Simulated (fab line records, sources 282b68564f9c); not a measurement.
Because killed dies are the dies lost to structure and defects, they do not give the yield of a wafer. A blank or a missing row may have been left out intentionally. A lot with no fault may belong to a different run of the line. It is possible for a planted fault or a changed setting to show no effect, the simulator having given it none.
A sampling plan put to the test / flow rit-cmos / one line in one fab, 36 faults in these records, each fault weighed on the records of the lots it struck
The line's own looks make up the plan; these are the steps of the route where a gauge or inspection reads the wafer and leaves it unchanged. A look is open to judgement when struck wafers have a number at it and the file gives its usual mean and standard deviation on fault-free wafers. Caught: a look later than the fault's first step finds the struck wafers' mean 4 or more of those standard deviations (sigma) from the usual mean. On the tool: the fault's steps, tested the same way using the tool's own readings. A different recipe on the struck wafers counts as caught too, as does a record blank only for those wafers.

== THE FAULTS, as the simulator had put them in ==
1. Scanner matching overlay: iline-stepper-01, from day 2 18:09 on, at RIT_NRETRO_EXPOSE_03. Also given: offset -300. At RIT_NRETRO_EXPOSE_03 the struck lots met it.
2. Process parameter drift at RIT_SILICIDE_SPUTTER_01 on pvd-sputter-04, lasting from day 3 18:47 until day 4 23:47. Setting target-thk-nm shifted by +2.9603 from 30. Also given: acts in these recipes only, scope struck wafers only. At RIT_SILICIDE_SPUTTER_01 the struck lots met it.
3. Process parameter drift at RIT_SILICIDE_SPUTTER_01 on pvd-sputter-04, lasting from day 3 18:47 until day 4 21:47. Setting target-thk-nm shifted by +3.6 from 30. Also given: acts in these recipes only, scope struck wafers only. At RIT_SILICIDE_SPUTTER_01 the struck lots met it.
4. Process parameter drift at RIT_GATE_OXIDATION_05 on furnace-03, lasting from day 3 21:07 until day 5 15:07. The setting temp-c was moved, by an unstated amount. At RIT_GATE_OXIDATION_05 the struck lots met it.
5. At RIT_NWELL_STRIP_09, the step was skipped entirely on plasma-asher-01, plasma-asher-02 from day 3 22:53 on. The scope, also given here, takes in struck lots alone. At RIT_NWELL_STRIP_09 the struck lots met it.
6. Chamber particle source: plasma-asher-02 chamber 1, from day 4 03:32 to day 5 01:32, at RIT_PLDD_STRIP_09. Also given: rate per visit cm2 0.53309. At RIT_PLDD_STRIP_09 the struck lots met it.
7. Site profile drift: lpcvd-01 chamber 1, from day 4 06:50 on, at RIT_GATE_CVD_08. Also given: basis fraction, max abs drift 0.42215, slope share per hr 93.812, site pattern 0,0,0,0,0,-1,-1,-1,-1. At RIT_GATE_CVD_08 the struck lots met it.
8. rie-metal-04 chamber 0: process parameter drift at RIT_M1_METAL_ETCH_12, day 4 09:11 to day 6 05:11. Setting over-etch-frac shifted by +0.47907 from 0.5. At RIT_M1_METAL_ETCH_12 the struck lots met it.
9. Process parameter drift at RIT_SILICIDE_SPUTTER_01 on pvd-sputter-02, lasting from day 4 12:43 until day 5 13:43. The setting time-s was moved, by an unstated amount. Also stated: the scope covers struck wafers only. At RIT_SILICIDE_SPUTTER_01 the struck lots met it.
10. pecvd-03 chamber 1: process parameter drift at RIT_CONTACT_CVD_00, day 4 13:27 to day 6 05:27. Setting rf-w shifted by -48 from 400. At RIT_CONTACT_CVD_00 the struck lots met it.
11. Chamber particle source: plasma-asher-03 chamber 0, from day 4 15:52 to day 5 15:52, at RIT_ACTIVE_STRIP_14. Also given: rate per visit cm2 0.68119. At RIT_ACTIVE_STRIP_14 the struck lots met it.
12. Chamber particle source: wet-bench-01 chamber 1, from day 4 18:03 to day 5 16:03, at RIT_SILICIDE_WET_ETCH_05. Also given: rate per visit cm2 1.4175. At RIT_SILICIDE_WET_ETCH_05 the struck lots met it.
13. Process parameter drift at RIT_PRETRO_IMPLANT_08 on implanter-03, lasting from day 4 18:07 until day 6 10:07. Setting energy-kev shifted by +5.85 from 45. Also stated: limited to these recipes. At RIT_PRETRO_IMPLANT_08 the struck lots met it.
14. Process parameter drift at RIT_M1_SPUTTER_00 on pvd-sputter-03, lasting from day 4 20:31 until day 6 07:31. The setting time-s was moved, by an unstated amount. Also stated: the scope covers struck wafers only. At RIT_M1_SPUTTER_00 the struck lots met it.
15. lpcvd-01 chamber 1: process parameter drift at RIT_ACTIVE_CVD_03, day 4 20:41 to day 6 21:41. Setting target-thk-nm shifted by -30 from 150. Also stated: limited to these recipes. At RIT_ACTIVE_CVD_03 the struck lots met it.
16. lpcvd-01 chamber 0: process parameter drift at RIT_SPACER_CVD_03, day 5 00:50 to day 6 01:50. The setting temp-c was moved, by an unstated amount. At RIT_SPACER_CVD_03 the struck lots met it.
17. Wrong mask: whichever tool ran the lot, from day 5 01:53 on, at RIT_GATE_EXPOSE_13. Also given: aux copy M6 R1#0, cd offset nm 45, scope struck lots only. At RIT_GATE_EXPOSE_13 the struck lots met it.
18. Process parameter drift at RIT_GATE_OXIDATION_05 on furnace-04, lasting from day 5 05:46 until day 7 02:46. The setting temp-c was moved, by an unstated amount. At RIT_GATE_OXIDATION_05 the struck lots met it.
19. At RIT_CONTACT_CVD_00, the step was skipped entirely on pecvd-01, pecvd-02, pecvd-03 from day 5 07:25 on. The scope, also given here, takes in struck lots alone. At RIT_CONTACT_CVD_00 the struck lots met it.
20. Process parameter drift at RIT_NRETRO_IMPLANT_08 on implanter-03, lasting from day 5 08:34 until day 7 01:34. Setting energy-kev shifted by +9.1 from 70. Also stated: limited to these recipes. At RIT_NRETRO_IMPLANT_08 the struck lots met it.
21. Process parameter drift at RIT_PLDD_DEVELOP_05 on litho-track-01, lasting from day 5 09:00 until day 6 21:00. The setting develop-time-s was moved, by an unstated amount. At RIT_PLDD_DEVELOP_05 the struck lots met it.
22. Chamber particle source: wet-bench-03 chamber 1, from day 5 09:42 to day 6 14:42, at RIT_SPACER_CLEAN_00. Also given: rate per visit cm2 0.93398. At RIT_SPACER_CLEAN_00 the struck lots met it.
23. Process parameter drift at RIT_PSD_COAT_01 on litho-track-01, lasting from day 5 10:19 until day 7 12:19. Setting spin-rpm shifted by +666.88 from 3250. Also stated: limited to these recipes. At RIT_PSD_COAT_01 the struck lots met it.
24. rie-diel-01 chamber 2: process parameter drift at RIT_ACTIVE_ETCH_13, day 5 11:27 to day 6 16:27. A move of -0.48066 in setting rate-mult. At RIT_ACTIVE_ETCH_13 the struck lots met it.
25. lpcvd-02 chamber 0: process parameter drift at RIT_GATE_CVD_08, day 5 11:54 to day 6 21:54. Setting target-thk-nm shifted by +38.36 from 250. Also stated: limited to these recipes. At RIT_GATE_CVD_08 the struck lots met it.
26. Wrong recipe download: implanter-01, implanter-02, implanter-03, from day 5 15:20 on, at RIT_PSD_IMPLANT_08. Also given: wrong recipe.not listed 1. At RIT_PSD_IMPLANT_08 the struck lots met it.
27. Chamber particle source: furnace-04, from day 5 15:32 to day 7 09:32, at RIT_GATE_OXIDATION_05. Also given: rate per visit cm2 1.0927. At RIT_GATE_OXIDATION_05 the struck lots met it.
28. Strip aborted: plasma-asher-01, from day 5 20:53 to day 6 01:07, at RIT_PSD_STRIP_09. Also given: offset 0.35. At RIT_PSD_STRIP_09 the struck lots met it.
29. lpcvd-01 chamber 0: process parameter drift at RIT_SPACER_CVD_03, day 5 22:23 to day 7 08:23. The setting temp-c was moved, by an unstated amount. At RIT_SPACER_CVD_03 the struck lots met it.
30. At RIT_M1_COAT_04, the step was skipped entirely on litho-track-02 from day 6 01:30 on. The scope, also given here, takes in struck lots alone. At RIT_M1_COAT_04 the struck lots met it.
31. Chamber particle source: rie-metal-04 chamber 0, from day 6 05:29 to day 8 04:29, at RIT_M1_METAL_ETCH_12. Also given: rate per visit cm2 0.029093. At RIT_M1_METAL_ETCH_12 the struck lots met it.
32. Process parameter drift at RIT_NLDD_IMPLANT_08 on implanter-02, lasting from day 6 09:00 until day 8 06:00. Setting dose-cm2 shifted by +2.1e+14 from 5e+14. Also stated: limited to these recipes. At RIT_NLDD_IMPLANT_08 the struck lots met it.
33. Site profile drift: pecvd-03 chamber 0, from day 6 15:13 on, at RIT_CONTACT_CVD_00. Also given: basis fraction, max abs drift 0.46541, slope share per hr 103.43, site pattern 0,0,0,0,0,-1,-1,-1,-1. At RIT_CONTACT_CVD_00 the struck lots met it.
34. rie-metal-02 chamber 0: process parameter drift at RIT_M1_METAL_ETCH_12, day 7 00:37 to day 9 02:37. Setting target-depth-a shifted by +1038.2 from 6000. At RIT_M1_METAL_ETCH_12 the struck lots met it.
35. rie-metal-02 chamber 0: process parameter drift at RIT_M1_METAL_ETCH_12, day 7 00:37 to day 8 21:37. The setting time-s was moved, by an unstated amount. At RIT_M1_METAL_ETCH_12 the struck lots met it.
36. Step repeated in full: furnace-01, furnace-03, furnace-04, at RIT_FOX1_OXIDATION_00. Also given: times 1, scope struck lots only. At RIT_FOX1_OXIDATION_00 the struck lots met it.

== WHAT THE PLAN SAW ==
fault=1; on the tool itself=under 2 sigma; first look that catches it=RIT_NRETRO_OVL_MEAS_06; reading, sigma=NRETRO_OVL -99 or beyond; median hours from its first step to that look=0.4; hours from the fault's start to the first struck lot there=3; judged looks passed uncaught=0
fault=2; on the tool itself=under 2 sigma; first look that catches it=RIT_SILICIDE_RS_MEAS_02; reading, sigma=SILICIDE_TI_RS -6.7; median hours from its first step to that look=0.2; hours from the fault's start to the first struck lot there=21; judged looks passed uncaught=0
fault=3; on the tool itself=under 2 sigma; first look that catches it=RIT_SILICIDE_RS_MEAS_02; reading, sigma=SILICIDE_TI_RS -10; median hours from its first step to that look=0.2; hours from the fault's start to the first struck lot there=5; judged looks passed uncaught=0
fault=4; on the tool itself=spike-tc-centre-C -13 sigma; first look that catches it=RIT_GATE_THK_MEAS_07; reading, sigma=GATE_OXIDE_THK -6.8; median hours from its first step to that look=2.5; hours from the fault's start to the first struck lot there=4; judged looks passed uncaught=0
fault=5; on the tool itself=the tool's record is blank for the struck wafers; first look that catches it=RIT_PWELL_TW_MEAS_10; reading, sigma=PWELL_TW -99 or beyond; median hours from its first step to that look=1.9; hours from the fault's start to the first struck lot there=7; judged looks passed uncaught=0
fault=6; on the tool itself=under 2 sigma; first look that catches it=not the one look that can be judged after it; reading, sigma=-; median hours from its first step to that look=-; hours from the fault's start to the first struck lot there=-; judged looks passed uncaught=1
fault=7; on the tool itself=no reading that can be judged; first look that catches it=RIT_GATE_THK_MEAS_09; reading, sigma=GATE_POLY_THK -19; median hours from its first step to that look=1.6; hours from the fault's start to the first struck lot there=13; judged looks passed uncaught=0
fault=8; on the tool itself=oes-product-au -12 sigma; first look that catches it=not the one look that can be judged after it; reading, sigma=strongest: cd-nm at RIT_M1_CD_MEAS_90, -3.7; median hours from its first step to that look=-; hours from the fault's start to the first struck lot there=-; judged looks passed uncaught=1
fault=9; on the tool itself=under 2 sigma; first look that catches it=RIT_SILICIDE_RS_MEAS_02; reading, sigma=SILICIDE_TI_RS +5.3; median hours from its first step to that look=0.2; hours from the fault's start to the first struck lot there=15; judged looks passed uncaught=0
fault=10; on the tool itself=rf-fwd-power-W -31 sigma; first look that catches it=not the one look that can be judged after it; reading, sigma=strongest: CONTACT_TEOS_THK at RIT_CONTACT_THK_MEAS_01, -3.4; median hours from its first step to that look=-; hours from the fault's start to the first struck lot there=-; judged looks passed uncaught=1
fault=11; on the tool itself=under 2 sigma; first look that catches it=no look after it can be judged; reading, sigma=-; median hours from its first step to that look=-; hours from the fault's start to the first struck lot there=-; judged looks passed uncaught=0
fault=12; on the tool itself=no reading that can be judged; first look that catches it=no look after it can be judged; reading, sigma=-; median hours from its first step to that look=-; hours from the fault's start to the first struck lot there=-; judged looks passed uncaught=0
fault=13; on the tool itself=beam-energy-keV +99 or beyond sigma; first look that catches it=not the one look that can be judged after it; reading, sigma=strongest: PRETRO_TW at RIT_PRETRO_TW_MEAS_10, +3.9; median hours from its first step to that look=-; hours from the fault's start to the first struck lot there=-; judged looks passed uncaught=1
fault=14; on the tool itself=under 2 sigma; first look that catches it=RIT_M1_RS_MEAS_01; reading, sigma=M1_AL_RS -7.9; median hours from its first step to that look=0.3; hours from the fault's start to the first struck lot there=22; judged looks passed uncaught=0
fault=15; on the tool itself=under 2 sigma; first look that catches it=RIT_ACTIVE_THK_MEAS_04; reading, sigma=ACTIVE_NITRIDE_THK -21; median hours from its first step to that look=1.4; hours from the fault's start to the first struck lot there=17; judged looks passed uncaught=0
fault=16; on the tool itself=susceptor-temp-C +99 or beyond sigma; first look that catches it=RIT_SPACER_THK_MEAS_04; reading, sigma=SPACER_NITRIDE_THK +70; median hours from its first step to that look=1.9; hours from the fault's start to the first struck lot there=5; judged looks passed uncaught=0
fault=17; on the tool itself=under 2 sigma; first look that catches it=RIT_GATE_CD_MEAS_16; reading, sigma=cd-nm +17; median hours from its first step to that look=0.4; hours from the fault's start to the first struck lot there=2; judged looks passed uncaught=0
fault=18; on the tool itself=tube-center-temp-C +99 or beyond sigma; first look that catches it=RIT_GATE_THK_MEAS_07; reading, sigma=GATE_OXIDE_THK +10; median hours from its first step to that look=2.0; hours from the fault's start to the first struck lot there=9; judged looks passed uncaught=0
fault=19; on the tool itself=the tool's record is blank for the struck wafers; first look that catches it=not the one look that can be judged after it; reading, sigma=-; median hours from its first step to that look=-; hours from the fault's start to the first struck lot there=-; judged looks passed uncaught=1
fault=20; on the tool itself=beam-energy-keV +99 or beyond sigma; first look that catches it=RIT_NRETRO_TW_MEAS_10; reading, sigma=NRETRO_TW +4.8; median hours from its first step to that look=0.3; hours from the fault's start to the first struck lot there=2; judged looks passed uncaught=0
fault=21; on the tool itself=no reading that can be judged; first look that catches it=RIT_PLDD_TW_MEAS_10; reading, sigma=PLDD_TW -99 or beyond; median hours from its first step to that look=1.4; hours from the fault's start to the first struck lot there=3; judged looks passed uncaught=0
fault=22; on the tool itself=no reading that can be judged; first look that catches it=no look after it can be judged; reading, sigma=-; median hours from its first step to that look=-; hours from the fault's start to the first struck lot there=-; judged looks passed uncaught=0
fault=23; on the tool itself=spin-speed-rpm +99 or beyond sigma; first look that catches it=not the one look that can be judged after it; reading, sigma=-; median hours from its first step to that look=-; hours from the fault's start to the first struck lot there=-; judged looks passed uncaught=1
fault=24; on the tool itself=oes-product-au -15 sigma; first look that catches it=not the one look that can be judged after it; reading, sigma=-; median hours from its first step to that look=-; hours from the fault's start to the first struck lot there=-; judged looks passed uncaught=1
fault=25; on the tool itself=under 2 sigma; first look that catches it=RIT_GATE_THK_MEAS_09; reading, sigma=GATE_POLY_THK +16; median hours from its first step to that look=1.6; hours from the fault's start to the first struck lot there=5; judged looks passed uncaught=0
fault=26; on the tool itself=under 2 sigma; first look that catches it=RIT_SDANNEAL_RS_MEAS_04; reading, sigma=PSD_RS -99 or beyond; median hours from its first step to that look=0.8; hours from the fault's start to the first struck lot there=2; judged looks passed uncaught=0
fault=27; on the tool itself=under 2 sigma; first look that catches it=no look after it can be judged; reading, sigma=-; median hours from its first step to that look=-; hours from the fault's start to the first struck lot there=-; judged looks passed uncaught=0
fault=28; on the tool itself=run-length-s -99 or beyond sigma; first look that catches it=no look after it can be judged; reading, sigma=-; median hours from its first step to that look=-; hours from the fault's start to the first struck lot there=-; judged looks passed uncaught=0
fault=29; on the tool itself=susceptor-temp-C +99 or beyond sigma; first look that catches it=RIT_SPACER_THK_MEAS_04; reading, sigma=SPACER_NITRIDE_THK +71; median hours from its first step to that look=1.9; hours from the fault's start to the first struck lot there=10; judged looks passed uncaught=0
fault=30; on the tool itself=the tool's record is blank for the struck wafers; first look that catches it=no look after it can be judged; reading, sigma=-; median hours from its first step to that look=-; hours from the fault's start to the first struck lot there=-; judged looks passed uncaught=0
fault=31; on the tool itself=under 2 sigma; first look that catches it=no look after it can be judged; reading, sigma=-; median hours from its first step to that look=-; hours from the fault's start to the first struck lot there=-; judged looks passed uncaught=0
fault=32; on the tool itself=dose-ions-cm2 +99 or beyond sigma; first look that catches it=RIT_NLDD_TW_MEAS_10; reading, sigma=NLDD_TW +14; median hours from its first step to that look=0.3; hours from the fault's start to the first struck lot there=11; judged looks passed uncaught=0
fault=33; on the tool itself=under 2 sigma; first look that catches it=RIT_CONTACT_THK_MEAS_01; reading, sigma=CONTACT_TEOS_THK -14; median hours from its first step to that look=0.1; hours from the fault's start to the first struck lot there=8; judged looks passed uncaught=0
fault=34; on the tool itself=oes-product-au -7.0 sigma; first look that catches it=no look after it can be judged; reading, sigma=-; median hours from its first step to that look=-; hours from the fault's start to the first struck lot there=-; judged looks passed uncaught=0
fault=35; on the tool itself=run-length-s -99 or beyond sigma; first look that catches it=no look after it can be judged; reading, sigma=-; median hours from its first step to that look=-; hours from the fault's start to the first struck lot there=-; judged looks passed uncaught=0
fault=36; on the tool itself=no reading that can be judged; first look that catches it=RIT_FOX1_THK_MEAS_01; reading, sigma=FOX1_OXIDE_THK +28; median hours from its first step to that look=2.9; hours from the fault's start to the first struck lot there=-; judged looks passed uncaught=0
A dash: the fault isn't caught, or these records don't give the number.

Caught at a look: 20 of 36. Caught on the tool: 17 of 36. By one or the other: 30 of 36.
On the tool alone, faults 8, 10, 13, 19, 23, 24, 28, 30, 34, 35 were caught.
Caught at a look alone: faults 1, 2, 3, 7, 9, 14, 15, 17, 21, 25, 26, 33, 36.
Caught by neither: faults 6, 11, 12, 22, 27, 31.

== THINNER SAMPLING ==
In the worst case, this is how late the first struck lot would be measured if the look that catches a fault measured only every second or every third lot, by lot number:
fault=1; struck lots at that look, in order of time=L392, L393, L394, L395; every lot=3 h; every second lot=8 h; every third lot=14 h
fault=2; struck lots at that look, in order of time=L700; every lot=21 h; every second lot=may miss it; every third lot=may miss it
fault=3; struck lots at that look, in order of time=L690; every lot=5 h; every second lot=may miss it; every third lot=may miss it
fault=4; struck lots at that look, in order of time=L142, L144; every lot=4 h; every second lot=may miss all 2; every third lot=may miss all 2
fault=5; struck lots at that look, in order of time=L511, L512, L513; every lot=7 h; every second lot=10 h; every third lot=15 h
fault=7; struck lots at that look, in order of time=L904, L906; every lot=13 h; every second lot=may miss all 2; every third lot=may miss all 2
fault=9; struck lots at that look, in order of time=L323; every lot=15 h; every second lot=may miss it; every third lot=may miss it
fault=14; struck lots at that look, in order of time=L873; every lot=22 h; every second lot=may miss it; every third lot=may miss it
fault=15; struck lots at that look, in order of time=L596, L597; every lot=17 h; every second lot=21 h; every third lot=may miss all 2
fault=16; struck lots at that look, in order of time=L446; every lot=5 h; every second lot=may miss it; every third lot=may miss it
fault=17; struck lots at that look, in order of time=L358; every lot=2 h; every second lot=may miss it; every third lot=may miss it
fault=18; struck lots at that look, in order of time=L883, L884; every lot=9 h; every second lot=9 h; every third lot=may miss all 2
fault=20; struck lots at that look, in order of time=L800, L803; every lot=2 h; every second lot=20 h; every third lot=may miss all 2
fault=21; struck lots at that look, in order of time=L309, L310; every lot=3 h; every second lot=10 h; every third lot=may miss all 2
fault=25; struck lots at that look, in order of time=L496, L497; every lot=5 h; every second lot=9 h; every third lot=may miss all 2
fault=26; struck lots at that look, in order of time=L560, L561, L562, L563; every lot=2 h; every second lot=10 h; every third lot=15 h
fault=29; struck lots at that look, in order of time=L771, L773; every lot=10 h; every second lot=may miss all 2; every third lot=may miss all 2
fault=32; struck lots at that look, in order of time=L852, L856; every lot=11 h; every second lot=may miss all 2; every third lot=may miss all 2
fault=33; struck lots at that look, in order of time=L264, L267; every lot=8 h; every second lot=21 h; every third lot=may miss all 2
Hours: fault start to first struck lot measured. Since the struck wafers were tested as one group against 4 sigma, a single lot by itself may lie under the limit. Other struck lots may not be in these records.

== THE LONGEST TIMED WAY FROM STEP TO LOOK ==
In fault 36, a median of 2.9 hours elapses between RIT_FOX1_OXIDATION_00 and RIT_FOX1_THK_MEAS_01. No look between them can be judged.
